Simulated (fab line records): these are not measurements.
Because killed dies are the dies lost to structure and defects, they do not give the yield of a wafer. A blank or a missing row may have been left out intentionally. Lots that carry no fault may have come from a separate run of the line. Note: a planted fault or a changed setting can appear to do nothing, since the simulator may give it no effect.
Which tool is to blame?    flow rit cmos    42 wafers from 14 lots sampled at 3 of the route's 202 steps

== WHAT THE GAUGES READ, wafer by wafer ==
RIT_NWELL_TW_MEAS_10. Usual: NWELL_TW typically reads 2158, with standard deviation 15.
lot   measured     on             NWELL_TW        flag
L488  day 1 20:56  film metro-04  2189 2184 2185  
L489  day 2 03:19  film metro-03  2134 2145 2142  
L493  day 3 00:53  film metro-03  2140 2142 2140  
L494  day 3 04:20  film metro-02  2160 2158 2159  
L495  day 3 09:49  film metro-02  2164 2155 2152  
L496  day 3 13:32  film metro-04  2171 2182 2177  
L497  day 3 18:03  film metro-03  2158 2157 2146  
L498  day 4 04:37  film metro-03  2165 2151 2158  
L499  day 4 05:59  film metro-02  2688 2725 2702  OFF
L500  day 4 08:58  film metro-03  2165 2149 2144  
L505  day 5 09:52  film metro-02  2170 2153 2162  
L508  day 6 01:10  film metro-03  2677 2675 2681  OFF
L510  day 6 12:05  film metro-03  2144 2133 2153  
L511  day 6 18:05  film metro-04  2164 2176 2171  

RIT_WELLDRIVE_RS_MEAS_01: uses a four-point probe to measure. Usual: NWELL_RS typically reads 275.6 ohm/sq, with standard deviation 0.85.
lot   measured     on             NWELL_RS (ohm/sq)  flag
L488  day 2 04:09  film metro-04  275.5 275.9 275.4  
L489  day 2 10:21  film metro-04  276.8 276.8 276.7  
L493  day 3 07:46  film metro-04  276.8 276.2 276.5  
L494  day 3 11:03  film metro-04  276.6 274.4 276.2  
L495  day 3 16:38  film metro-02  275.9 276.9 277.0  
L496  day 3 20:43  film metro-02  275.3 274.4 275.4  
L497  day 4 01:42  film metro-02  275.0 274.6 276.1  
L498  day 4 11:39  film metro-02  274.6 275.0 273.5  
L499  day 4 13:33  film metro-03  182.3 182.6 182.8  OFF
L500  day 4 16:43  film metro-04  274.2 275.2 274.8  
L505  day 5 16:38  film metro-02  275.8 275.7 275.2  
L508  day 6 08:15  film metro-04  182.5 182.4 183.0  OFF
L510  day 6 18:47  film metro-04  275.2 275.6 274.9  
L511  day 7 01:13  film metro-03  275.1 276.0 274.9  

== TOOL THAT RAN EACH LOT (tool first, then ch and the chambers of the sampled wafers, then the start) ==
lot   RIT_NWELL_IMPLANT_08
L488  implanter-03 ch 0, day 1 20:38
L489  implanter-02 ch 0, day 2 03:00
L493  implanter-04 ch 0, day 3 00:34
L494  implanter-02 ch 0, day 3 04:01
L495  implanter-02 ch 0, day 3 09:29
L496  implanter-02 ch 0, day 3 13:14
L497  implanter-04 ch 0, day 3 17:46
L498  implanter-04 ch 0, day 4 04:19
L499  implanter-02 ch 0, day 4 05:20
L500  implanter-02 ch 0, day 4 08:38
L505  implanter-03 ch 0, day 5 09:32
L508  implanter-03 ch 0, day 6 00:32
L510  implanter-02 ch 0, day 6 11:46
L511  implanter-02 ch 0, day 6 17:47
- RIT_NWELL_IMPLANT_08

== WHAT THE TOOLS THEMSELVES READ (means of the sampled wafers that have a number; where no wafer has one, the mark that the record gives instead) ==
The record holds no such reading with a usual standard deviation.

== THE ANSWER, worked out from the rows above alone ==
Rule: lot off if the mean of its wafers having a number is beyond 3 standard deviations from the usual mean. A lot without any number at a reading at which 4 lots or more have one is off too. All remaining lots with rows at the step are treated as sound. First the gauges in route order, then the tools' own readings, where a lot's mean is used as printed above. The first step at which some lot is off is used, and at that step the reading that is off furthest; a lot without a number counts as furthest.
Off: L499, L508, seen at RIT_NWELL_TW_MEAS_10 (NWELL_TW).
If a tool, at a process step before that reading, ran all the lots that are off and no sound lot after the first of them, it fits. The gauges at RIT_NWELL_TW_MEAS_10 are tried like those tools. None of those tried fits.

== WHAT WAS PUT IN BY THE SIMULATOR ==
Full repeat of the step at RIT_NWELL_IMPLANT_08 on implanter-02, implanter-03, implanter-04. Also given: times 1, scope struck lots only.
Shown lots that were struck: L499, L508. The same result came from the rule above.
